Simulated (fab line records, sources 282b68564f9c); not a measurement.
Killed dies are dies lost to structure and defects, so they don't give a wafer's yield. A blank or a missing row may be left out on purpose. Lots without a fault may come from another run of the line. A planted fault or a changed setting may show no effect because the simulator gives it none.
A struck lot beside a sound one | flow rit_cmos | 33 steps out of a route of 202
Sound: wafers L657.4, L657.5, L657.6. Struck: wafers L655.3, L655.5, L655.6. The cause comes at the end.
At each step with rows: each side's tool, then ch and its chambers, then its first start. Under that, the readings that differ: sound wafers | struck wafers | difference of the means | sigmas: that difference in standard deviations of wafers without a fault.
alike: readings whose means differ by less than 2 such deviations, and words and numbers that are the same on both sides. not compared: withheld readings, readings that some wafer has no value for, bounds like >300 that may hide the same value, and numbers for which the record gives no deviation and whose values overlap.
The two part at a step that has a row with sigmas, a row that says differs or no value, or rows on one side only. Numbers that don't overlap but have no deviation are shown without sigmas and don't part them. A reading that every wafer of one side lacks parts them only if that side has two wafers or more.

RIT_NRETRO_TW_MEAS_10:
  sound on film_metro-04, day 4 01:16; struck on film_metro-03, day 3 12:17
  reading   | sound          | struck         | difference | sigmas
  NRETRO_TW | 1050 1060 1056 | 1029 1027 1027 | -28        | -3
then, 6 steps without rows for these wafers: RIT_PRETRO_HMDS_00 (prime time 60 s); RIT_PRETRO_COAT_01 (resist thk 1300 nm); RIT_PRETRO_SOFTBAKE_02 (time 60 s); RIT_PRETRO_EXPOSE_03 (exposes mask M5, target cd 43700 nm); RIT_PRETRO_PEB_04; RIT_PRETRO_DEVELOP_05 (develop time 68 s).
RIT_PRETRO_OVL_MEAS_06:
  sound on overlay-01, day 4 02:19; struck on overlay-01, day 3 13:14
  alike: PRETRO_OVL
then, 2 steps without rows for these wafers: RIT_PRETRO_HARDBAKE_07 (time 120 s); RIT_PRETRO_IMPLANT_08.
RIT_PRETRO_STRIP_09: strips in O2, time 180 s.
  sound on plasma_asher-03 ch 0,1, day 4 02:47; struck on plasma_asher-02 ch 0,1, day 3 13:43
  alike: drypump_motor_current_A
  not compared: rf_hours_counter_h
RIT_PRETRO_TW_MEAS_10:
  sound on film_metro-02, day 4 02:56; struck on film_metro-04, day 3 13:50
  reading   | sound             | struck            | difference | sigmas
  PRETRO_TW | 480.9 478.0 481.1 | 475.4 472.5 476.5 | -5.2       | -2
RIT_GATE_WET_ETCH_00: etches SiO2 in BOE, target depth 56 nm, time 60 s.
  sound on wet_bench-01 ch 1, day 4 02:58; struck on wet_bench-04 ch 1, day 3 13:53
  no value came back on the struck wafers for bath_heat_duty_pct (%), run_length_s (s); on the sound wafers bath_heat_duty_pct (%) reads 1.9 2.3 1.1
  reading                                       | sound             | struck            | difference | sigmas
  model.SiO2_of_FOX2_OXIDATION_00.thk_nm (nm)   | 257.8 260.1 262.7 | 319.6 321 320     | +60.0      |
  model.SiO2_of_ACTIVE_OXIDATION_01.thk_nm (nm) | 0 0 0             | 40.46 41.41 40.08 | +40.65     |
then, 4 steps without rows for these wafers: RIT_GATE_CLEAN_01 (cleans in SC1, time 600 s); RIT_GATE_CLEAN_02 (cleans in dHF, time 30 s); RIT_GATE_CLEAN_03 (cleans in SC2, time 600 s); RIT_GATE_CLEAN_04 (cleans in dHF, time 60 s).
RIT_FOX2_THK_MEAS_91:
  sound on film_metro-01, day 4 03:25; struck on film_metro-03, day 3 14:21
  reading                     | sound       | struck      | difference | sigmas
  FIELD_OXIDE_LEFT_2_THK (nm) | 246 248 251 | 308 309 308 | +60        | +9
then, 9 steps without rows for these wafers: RIT_GATE_OXIDATION_05 (target thk 3 nm, ox time 270 s); RIT_GATE_ANNEAL_06 (time 600 s); RIT_GATE_CVD_08 (deposits poly-Si from SiH4, target thk 250 nm, time 2220 s); RIT_GATE_HMDS_10 (prime time 60 s); RIT_GATE_COAT_11 (resist thk 850 nm); RIT_GATE_SOFTBAKE_12 (time 60 s); RIT_GATE_EXPOSE_13 (exposes mask M6, target cd 150 nm); RIT_GATE_PEB_14; RIT_GATE_DEVELOP_15 (develop time 50 s).
RIT_GATE_CD_MEAS_16: target cd 150 nm.
  sound on cd_sem-02, day 4 08:22; struck on cd_sem-01, day 3 19:23
  alike: cd_nm
RIT_GATE_OVL_MEAS_17:
  sound on overlay-02, day 4 08:26; struck on overlay-02, day 3 19:29
  alike: GATE_OVL
then, 1 step without rows for these wafers: RIT_GATE_HARDBAKE_18 (time 60 s).
RIT_GATE_ETCH_19: etches poly-Si in SF6/CHF3/O2, stops on SiO2, time 165 s, target depth 312.5 nm.
  sound on rie_si-02 ch 0,1,3, day 4 08:40; struck on rie_si-02 ch 1,2, day 3 19:39
  reading                                     | sound             | struck            | difference | sigmas
  model.SiO2_of_FOX2_OXIDATION_00.thk_nm (nm) | 235.3 237.4 239.4 | 296.1 297.5 296.4 | +59.3      |
  alike: CHF3_flow_sccm, O2_flow_sccm, drypump_motor_current_A, oes_product_au, throttle_valve_pct
  not compared: rf_hours_counter_h
RIT_GATE_STRIP_20: strips in O2, time 180 s.
  sound on plasma_asher-04 ch 0,1, day 4 08:46; struck on plasma_asher-01 ch 0,1, day 3 19:49
  alike: drypump_motor_current_A
  not compared: rf_hours_counter_h
RIT_M1_PROBE_99:
  sound on prober-01, day 5 05:50; struck on prober-01, day 4 16:35
  reading             | sound  | struck      | difference | sigmas
  killed_at_front_end | 5 13 0 | 264 264 264 | +258       | +89
  killed_dies         | 5 13 0 | 264 264 264 | +258       | +89
  killed_on_rim       | 1 6 0  | 70 70 70    | +68        | +48
  alike: killed_at_M0_to_M3, killed_at_contacts, killed_open, killed_short

WHERE THEY PART
First at RIT_NRETRO_TW_MEAS_10; last, within this record, at RIT_M1_PROBE_99.

WHY: what the simulator had put in
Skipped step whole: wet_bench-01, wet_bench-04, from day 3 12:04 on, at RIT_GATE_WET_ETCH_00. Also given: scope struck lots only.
